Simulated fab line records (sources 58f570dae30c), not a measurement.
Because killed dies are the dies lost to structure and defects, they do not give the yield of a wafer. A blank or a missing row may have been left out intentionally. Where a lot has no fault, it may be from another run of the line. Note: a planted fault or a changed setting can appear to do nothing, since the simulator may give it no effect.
A struck lot beside a sound one -- flow berkeley-cmos170 -- 11 steps out of a route of 331
Sound: the wafers L507.2, L507.5, L507.6. The struck wafers were L497.1, L497.3, L497.5. The cause is named last.
At each step with rows: each side's tool, then ch and its chambers, then its first start. Under that, the readings that differ: sound wafers -- struck wafers -- difference of the means -- sigmas: that difference in standard deviations of wafers without a fault.
alike: readings whose means differ by less than 2 such deviations, and words and numbers that are the same on both sides. not compared: withheld readings, readings that some wafer has no value for, bounds like >300 that may hide the same value, and numbers for which the record gives no deviation and whose values overlap.
Wherever a step has rows on one side only, a row that says differs or no value, or a row with sigmas, the two part there. When numbers do not overlap yet have no deviation, they are printed without sigmas and do not part them. A reading that every wafer of one side lacks parts them only if that side has two wafers or more.

UCB170_START_BOW_MEAS_00:
  struck on film-metro-03, day 2 01:00; sound on film-metro-03, day 4 03:01
  alike: INCOMING_BOW
then, 2 steps without rows for these wafers: UCB170_START_CLEAN_01 (cleans in dHF, time 60 s); UCB170_START_OXIDATION_02 (target thk 20 nm, ox time 1800 s).
UCB170_START_THK_MEAS_03:
  struck on film-metro-03, day 2 04:28; sound on film-metro-01, day 4 07:12
  alike: START_OXIDE_THK
then, 5 steps without rows for these wafers: UCB170_START_ANNEAL_04 (time 1200 s); UCB170_ZERO_HMDS_00 (prime time 60 s); UCB170_ZERO_COAT_01 (resist thk 900 nm); UCB170_ZERO_SOFTBAKE_02 (time 60 s); UCB170_ZERO_EXPOSE_03 (exposes mask PM MARKS, target cd 4000 nm).
UCB170_ZERO_PEB_04:
  sound on litho-track-03 ch 0, day 4 14:38; struck on litho-track-03, day 2 07:37
  no value came back on the struck wafers for chill-plate-temp-C (C), exhaust-pa (Pa); on the sound wafers chill-plate-temp-C (C) reads 23.29 23.22 23.07
then, 1 step without rows for these wafers: UCB170_ZERO_DEVELOP_05 (develop time 45 s).

== WHERE THEY PART ==
Only at UCB170_ZERO_PEB_04, within this record.

WHY: what had been put in by the simulator
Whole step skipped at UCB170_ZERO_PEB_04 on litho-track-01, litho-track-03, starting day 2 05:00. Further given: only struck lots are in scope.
